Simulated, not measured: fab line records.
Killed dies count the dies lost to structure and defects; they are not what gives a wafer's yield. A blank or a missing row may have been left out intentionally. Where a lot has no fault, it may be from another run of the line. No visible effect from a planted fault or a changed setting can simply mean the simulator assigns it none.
A lot that was struck, set against a sound lot || flow rit_cmos || 20 out of 202 route steps
Sound: these wafers, L650.1, L650.3, L650.5. Wafers L645.1, L645.3, L645.6 were the ones struck. The cause is given at the end.
Order at every step that has rows: each side's tool, ch and its chambers, its first start. Under that, the readings that differ: sound wafers || struck wafers || difference of the means || sigmas: that difference in standard deviations of wafers without a fault.
alike: readings with means less than 2 such deviations apart, plus words and numbers identical on both sides. not compared: withheld readings, readings lacking a value on some wafer, bounds such as >300 that could conceal the same value, and numbers that have no deviation in the record and whose values overlap.
Wherever a step has rows on one side only, a row that says differs or no value, or a row with sigmas, the two part there. Numbers that have no deviation but don't overlap get no sigmas and don't part them. Lack of a reading on every wafer of one side parts them only where that side has two or more wafers.

first, 4 steps without rows for these wafers: RIT_ACTIVE_SOFTBAKE_07 (time 60 s); RIT_ACTIVE_EXPOSE_08 (exposes mask M1, target cd 1400 nm); RIT_ACTIVE_PEB_09; RIT_ACTIVE_DEVELOP_10 (develop time 50 s).
RIT_ACTIVE_CD_MEAS_11 targets a cd of 1400 nm.
  struck on cd_sem-01, day 3 21:34; sound on cd_sem-01, day 4 23:01
  alike: cd_nm
then, 1 step without rows for these wafers: RIT_ACTIVE_HARDBAKE_12 (time 60 s).
RIT_ACTIVE_ETCH_13: etches Si3N4 in SF6, stops on SiO2, time 201.2 s, target depth 210 nm.
  sound on rie_diel-03 ch 0,2,3, day 4 23:17; struck on rie_diel-04 ch 0,1,3, day 3 21:50
  alike: drypump_motor_current_A, oes_product_au, throttle_valve_pct
  not compared: rf_hours_counter_h
RIT_ACTIVE_STRIP_14: strips in O2, time 180 s.
  sound on plasma_asher-04 ch 0,1, day 4 23:25; struck on plasma_asher-02 ch 0,1, day 3 21:58
  alike: drypump_motor_current_A
  not compared: rf_hours_counter_h
RIT_ACTIVE_CD_MEAS_90 targets a cd of 1400 nm.
  struck on cd_sem-02, day 3 22:08; sound on cd_sem-02, day 4 23:36
  alike: cd_nm
then, 3 steps without rows for these wafers: RIT_ACTIVE_CLEAN_15 (cleans in SC1, time 600 s); RIT_ACTIVE_CLEAN_16 (cleans in dHF, time 30 s); RIT_ACTIVE_CLEAN_17 (cleans in SC2, time 600 s).
RIT_FOX1_OXIDATION_00: target thk 350.7 nm, ox time 1130 s.
  sound on furnace-04 ch 0, day 5 01:16; struck on furnace-03 ch 0, day 3 23:05
{"reading": "model.SiO2_of_FOX1_OXIDATION_00.thk_nm (nm)", "sound": "347.8 342.5 350.2", "struck": "213 218.3 217.3", "difference": -131, "sigmas": ""}
  alike: zone_power_source_pct
  not compared: model.Si3N4_of_ACTIVE_CVD_03.thk_nm
RIT_FOX1_THK_MEAS_01:
  struck on film_metro-02, day 4 00:23; sound on film_metro-01, day 5 02:35
{"reading": "FOX1_OXIDE_THK (nm)", "sound": "348 342 350", "struck": "213 218 217", "difference": -131, "sigmas": -23}
then, 2 steps without rows for these wafers: RIT_FOX1_WET_ETCH_02 (etches SiO2 in BOE, target depth 350 nm, time 390 s); RIT_FOX2_OXIDATION_00 (target thk 350.7 nm, ox time 1130 s).
RIT_FOX2_THK_MEAS_01:
  struck on film_metro-04, day 4 04:09; sound on film_metro-04, day 5 04:58
  alike: FOX2_OXIDE_THK
RIT_FOX2_CLEAN_02: cleans in dHF, time 180 s.
  sound on wet_bench-03 ch 1, day 5 05:02; struck on wet_bench-04 ch 3, day 4 04:13
  not compared: model.Si3N4_of_ACTIVE_CVD_03.thk_nm
then, 1 step without rows for these wafers: RIT_FOX2_WET_ETCH_03 (etches Si3N4 in H3PO4, target depth 195 nm, time 2700 s).
RIT_M1_PROBE_99:
  struck on prober-02, day 5 23:51; sound on prober-01, day 7 00:21
{"reading": "model.etest.pplus_sal.width_nm (nm)", "sound": "3444 3476 3473", "struck": "3579 3538 3585", "difference": "+103", "sigmas": ""}
{"reading": "model.etest.nplus_sal.width_nm (nm)", "sound": "3432 3452 3455", "struck": "3580 3545 3583", "difference": "+123", "sigmas": ""}
{"reading": "model.etest.nldd.width_nm (nm)", "sound": "3170 3193 3165", "struck": "3268 3263 3281", "difference": "+95", "sigmas": ""}
{"reading": "model.etest.pldd.width_nm (nm)", "sound": "3174 3180 3165", "struck": "3251 3251 3251", "difference": "+78", "sigmas": ""}
{"reading": "model.etest.nmos_narrow.drive_ua_um", "sound": "227.6 230.1 230", "struck": "243.8 243.3 236.4", "difference": "+11.9", "sigmas": ""}
{"reading": "model.etest.field_p_metal.vt_v (V)", "sound": "-29.24 -28.82 -29.54", "struck": "-30.96 -31.67 -31.3", "difference": -2.11, "sigmas": ""}
{"reading": "model.etest.field_p.vt_v (V)", "sound": "-12.9 -12.93 -12.91", "struck": "-13.58 -13.58 -13.51", "difference": -0.64, "sigmas": ""}
  alike: killed_at_front_end, killed_dies, killed_open, killed_short
  not compared: model.etest.pmos_narrow.drive_ua_um

== WHERE THEY PART ==
Only at RIT_FOX1_THK_MEAS_01, within this record. Later steps at which nothing parts them and some readings are alike: RIT_FOX2_THK_MEAS_01, RIT_M1_PROBE_99.

WHY: what the simulator had put in
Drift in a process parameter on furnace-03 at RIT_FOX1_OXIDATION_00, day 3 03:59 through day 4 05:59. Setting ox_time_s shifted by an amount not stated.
